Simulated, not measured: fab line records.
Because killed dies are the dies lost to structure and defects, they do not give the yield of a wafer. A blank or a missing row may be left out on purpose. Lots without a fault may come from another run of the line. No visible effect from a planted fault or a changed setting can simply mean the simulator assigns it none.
The tool behind it: which one? | flow rit cmos | 15 lots, 45 wafers sampled, at 5 steps of a route of 202

WHAT THE GAUGES READ, wafer by wafer
RIT_ACTIVE_THK_MEAS_02.
lot  | measured    | on            | ACTIVE_OXIDE_THK (nm)
L166 | day 1 17:03 | film metro-01 | 46.7 46.5 47.2
L167 | day 1 22:04 | film metro-01 | 46.4 46.4 46.7
L168 | day 2 03:04 | film metro-01 | 47.4 47.7 47.7
L170 | day 2 13:03 | film metro-02 | 47.4 47.5 46.3
L171 | day 2 18:58 | film metro-01 | 48.6 48.2 49.1
L172 | day 3 00:46 | film metro-02 | 48.3 48.7 48.0
L179 | day 4 10:04 | film metro-01 | 45.7 46.3 46.1
L180 | day 4 15:03 | film metro-01 | 47.7 47.9 49.3
L181 | day 4 20:04 | film metro-01 | 46.5 46.4 47.0
L182 | day 5 01:03 | film metro-01 | 47.4 47.4 46.8
L184 | day 5 11:03 | film metro-01 | 47.3 47.5 47.3
L185 | day 5 16:03 | film metro-03 | 47.3 46.6 46.9
L186 | day 5 21:11 | film metro-02 | 47.3 46.1 46.5
L187 | day 6 02:05 | film metro-01 | 46.5 47.0 46.1
L188 | day 6 07:39 | film metro-03 | 46.7 47.1 46.7

RIT_ACTIVE_CD_MEAS_11: target cd 1400 nm.
lot  | measured    | on        | cd nm (nm)
L166 | day 1 19:34 | cd sem-01 | 1400.1 1402.2 1399.1
L167 | day 2 00:29 | cd sem-01 | 1404.5 1405.7 1405.3
L168 | day 2 05:35 | cd sem-01 | 1398.9 1398.5 1399.5
L170 | day 2 15:26 | cd sem-01 | 1399.1 1401.8 1401.8
L171 | day 2 21:29 | cd sem-02 | 1403.6 1402.4 1403.8
L172 | day 3 03:17 | cd sem-02 | 1400.7 1401.8 1400.9
L179 | day 4 12:36 | cd sem-02 | 1399.3 1400.4 1400.8
L180 | day 4 17:26 | cd sem-01 | 1395.1 1397.1 1397.0
L181 | day 4 22:28 | cd sem-01 | 1398.8 1402.4 1398.8
L182 | day 5 03:40 | cd sem-02 | 1403.7 1403.3 1403.2
L184 | day 5 13:34 | cd sem-01 | 1396.8 1399.7 1398.7
L185 | day 5 18:26 | cd sem-01 | 1399.9 1398.3 1399.3
L186 | day 5 23:53 | cd sem-02 | 1401.1 1399.9 1400.6
L187 | day 6 04:30 | cd sem-01 | 1401.7 1400.3 1400.1
L188 | day 6 10:03 | cd sem-01 | 1400.8 1399.7 1399.3

RIT_PRETRO_TW_MEAS_10.
lot  | measured    | on            | PRETRO_TW
L166 | day 2 12:01 | film metro-02 | 471 474 474
L167 | day 2 17:19 | film metro-04 | 484 481 486
L168 | day 3 00:04 | film metro-03 | 471 470 471
L170 | day 3 09:52 | film metro-02 | 30 30 30
L171 | day 3 15:40 | film metro-04 | 30 30 31
L172 | day 3 22:16 | film metro-04 | 30 30 30
L179 | day 5 05:29 | film metro-04 | 475 473 473
L180 | day 5 12:29 | film metro-02 | 472 475 475
L181 | day 5 17:38 | film metro-02 | 471 471 471
L182 | day 5 21:37 | film metro-03 | 469 472 469
L184 | day 6 06:19 | film metro-04 | 475 478 475
L185 | day 6 12:05 | film metro-04 | 475 478 476
L186 | day 6 16:52 | film metro-02 | 473 474 474
L187 | day 6 21:00 | film metro-03 | 471 470 474
L188 | day 7 02:42 | film metro-02 | 474 475 475

WHAT TOOL EACH LOT RAN ON (gives the tool, then ch and the chambers of the sampled wafers, and finally the start)
lot  | RIT_PWELL_STRIP_09                  | RIT_NRETRO_STRIP_09
L166 | plasma asher-01 ch 0,1, day 2 03:18 | plasma asher-04 ch 0,1, day 2 10:18
L167 | plasma asher-04 ch 0,1, day 2 08:38 | plasma asher-03 ch 0,1, day 2 15:38
L168 | plasma asher-01 ch 0,1, day 2 14:37 | plasma asher-02 ch 0, day 2 22:20
L170 | plasma asher-03 ch 0,1, day 3 01:07 | plasma asher-02 ch 0,1, day 3 08:09
L171 | plasma asher-04 ch 0,1, day 3 05:53 | plasma asher-04 ch 0,1, day 3 13:49
L172 | plasma asher-03 ch 0,1, day 3 13:18 | plasma asher-04 ch 0,1, day 3 20:18
L179 | plasma asher-01 ch 0,1, day 4 20:26 | plasma asher-04 ch 0,1, day 5 03:48
L180 | plasma asher-03 ch 0,1, day 5 03:36 | plasma asher-02 ch 0,1, day 5 10:28
L181 | plasma asher-04 ch 0,1, day 5 07:17 | plasma asher-04 ch 0,1, day 5 15:53
L182 | plasma asher-01 ch 0,1, day 5 11:44 | plasma asher-02 ch 0,1, day 5 19:46
L184 | plasma asher-01 ch 0,1, day 5 21:33 | plasma asher-04 ch 0,1, day 6 04:33
L185 | plasma asher-03 ch 0,1, day 6 03:10 | plasma asher-04 ch 0,1, day 6 10:03
L186 | plasma asher-04 ch 0,1, day 6 08:10 | plasma asher-02 ch 0,1, day 6 15:10
L187 | plasma asher-03 ch 0,1, day 6 12:26 | plasma asher-03 ch 0,1, day 6 19:18
L188 | plasma asher-03 ch 0,1, day 6 17:58 | plasma asher-03 ch 0,1, day 7 00:50
- RIT_PWELL_STRIP_09: strips in O2, time 180 s.
- RIT_NRETRO_STRIP_09: strips in O2, time 180 s.

WHAT THE TOOLS THEMSELVES READ (means of the sampled wafers that have a number; where no wafer has one, the mark that the record gives instead)
RIT_PWELL_STRIP_09.
lot  | tool            | chamber pressure mTorr (mTorr) | drypump motor current A (A)
L166 | plasma asher-01 | 4000                           | 6.08
L167 | plasma asher-04 | 4000                           | 6.34
L168 | plasma asher-01 | 3997                           | 6.07
L170 | plasma asher-03 | 4001                           | 5.97
L171 | plasma asher-04 | 4001                           | 6.33
L172 | plasma asher-03 | 4002                           | 5.95
L179 | plasma asher-01 | 4000                           | 6.04
L180 | plasma asher-03 | 3998                           | 5.96
L181 | plasma asher-04 | 3998                           | 6.12
L182 | plasma asher-01 | 3996                           | 6.08
L184 | plasma asher-01 | 4000                           | 6.04
L185 | plasma asher-03 | 3999                           | 6.15
L186 | plasma asher-04 | 4000                           | 6.10
L187 | plasma asher-03 | 4000                           | 6.16
L188 | plasma asher-03 | 3997                           | 5.96

RIT_NRETRO_STRIP_09.
lot  | tool            | chamber pressure mTorr (mTorr) | drypump motor current A (A)
L166 | plasma asher-04 | 3997                           | 6.1
L167 | plasma asher-03 | 3995                           | 6.1
L168 | plasma asher-02 | 3997                           | 6.8
L170 | plasma asher-02 | -                              | -
L171 | plasma asher-04 | -                              | -
L172 | plasma asher-04 | -                              | -
L179 | plasma asher-04 | 3999                           | 6.4
L180 | plasma asher-02 | 4003                           | 6.2
L181 | plasma asher-04 | 4001                           | 6.1
L182 | plasma asher-02 | 4002                           | 5.6
L184 | plasma asher-04 | 3996                           | 6.1
L185 | plasma asher-04 | 3999                           | 6.1
L186 | plasma asher-02 | 4001                           | 5.6
L187 | plasma asher-03 | 4000                           | 6.1
L188 | plasma asher-03 | 3999                           | 6.2

THE ANSWER, worked out from the rows above alone
Rule: the lots themselves supply what counts as usual. The widest of any qualifying gaps counts: lots, ordered by their means at a reading, are off when they make up no more than a third of the lots, leave a main group of 4 or more, and stand apart from it by 3 or more times the standard deviation of that group's means. The tables above print the reading to a certain number of digits; a main group whose means all agree to those digits is not used. Also off: a lot with no number at a reading for which 4 or more lots have one. Where the step has rows for the other lots, those lots are counted as sound. Order of review: gauges by route order, followed by the tools' own readings, for which a lot's mean as printed above is used. At the first step where some lot is off, the reading lying furthest off is the one used; lots without a number count as furthest.
Off: L170, L171, L172, seen at RIT_PRETRO_TW_MEAS_10 (PRETRO_TW). The main group: mean 474, standard deviation 3.5.
A tool fits if, at a process step before that reading, it ran every lot that is off, and no sound lot after the first of them. Not tried: the gauges at RIT_PRETRO_TW_MEAS_10; whatever is off there is also off at RIT_NRETRO_STRIP_09, on other tools, and gauge error can't account for it. Of those tried, none fits.

WHAT THE SIMULATOR PUT IN
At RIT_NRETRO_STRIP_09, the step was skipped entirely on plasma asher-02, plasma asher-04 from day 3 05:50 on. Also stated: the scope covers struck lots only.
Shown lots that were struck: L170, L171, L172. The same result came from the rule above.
